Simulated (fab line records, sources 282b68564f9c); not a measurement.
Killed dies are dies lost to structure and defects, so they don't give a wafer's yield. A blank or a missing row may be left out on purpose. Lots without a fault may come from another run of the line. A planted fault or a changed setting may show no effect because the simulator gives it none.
Problem report in the 8D (eight disciplines) form, filled by code | flow rit_cmos | the parts of the form that need people (team, actions taken, sign-off) are left out

1. THE PROBLEM
spin_speed_rpm at RIT_NRETRO_COAT_01 reads a mean of 2083.8 rpm on 6 wafers of 2 lots; wafers without a fault read 2000.1 rpm with a standard deviation of 1.3. That is +64 standard deviations from the usual mean.
The step: resist thk 1300 nm.
First seen on wafer L309.1, day 3 11:13, on litho_track-01. The record holds 18 wafers of 6 lots with a number at this step. Rule for "out", or "out of limits": more than 4 standard deviations from the usual mean. The other wafers with a number count as sound.

2. WHAT IT IS AND WHAT IT IS NOT
question                    | is                     | is not
which readings at this step | spin_speed_rpm         | -
which lots                  | L309, L313             | L304, L305, L316, L318
which wafers of those lots  | all that have a number | -
read on which tools         | litho_track-01         | litho_track-02, litho_track-03
when                        | from day 3 11:13       | up to then (6 sound wafers); but 6 sound wafers of L316, L318 came after

3. SUSPECTS, AND WHAT RULES EACH OUT
Counting: a tool at a process step up to the reading stays a suspect if it ran every lot that is out and no sound lot after the first of them.
- plasma_asher-04 at RIT_PWELL_STRIP_09 (strips in O2, time 180 s): kept. It ran every lot that is out, first L309 (day 3 05:30), and no sound lot after that.
- litho_track-01 at RIT_NRETRO_COAT_01 (resist thk 1300 nm): kept. It ran every lot that is out, first L309 (day 3 11:13), and no sound lot after that; its last sound lot up to then is L305 (day 2 10:15). Its own readings are out on those wafers: spin_speed_rpm.
Left after counting: plasma_asher-04 at RIT_PWELL_STRIP_09, litho_track-01 at RIT_NRETRO_COAT_01.

4. THE CAUSE (what the simulator had put in)
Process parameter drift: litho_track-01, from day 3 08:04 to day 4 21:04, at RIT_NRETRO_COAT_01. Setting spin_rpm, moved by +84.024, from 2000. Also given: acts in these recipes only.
Counting left 2 suspects, and this tool is among them.

5. THE CHAIN OF EFFECTS, in route order
Each row: a reading whose mean over the struck wafers that have a number lies more than 3 standard deviations from the usual. Only readings for which the record gives a usual standard deviation are gone through. hours: the time from each lot's start at the first step in this table that gives one to its start at this step, as a median over the lots. sigmas: the change in usual standard deviations.
hours | step               | reading        | usual      | on struck wafers | change | sigmas
0     | RIT_NRETRO_COAT_01 | spin_speed_rpm | 2000.1 rpm | 2083.8           | +83.7  | +64
The process steps in it:
- RIT_NRETRO_COAT_01: resist thk 1300 nm.
Later measuring or inspecting steps at which every struck wafer that the step has a row for has a number for every such reading, and none has moved that far: RIT_NRETRO_OVL_MEAS_06.

6. WHAT WOULD HAVE CAUGHT IT SOONER
In this record the first reading out of limits was taken at day 3 11:13, 3 hours after the fault began at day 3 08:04.
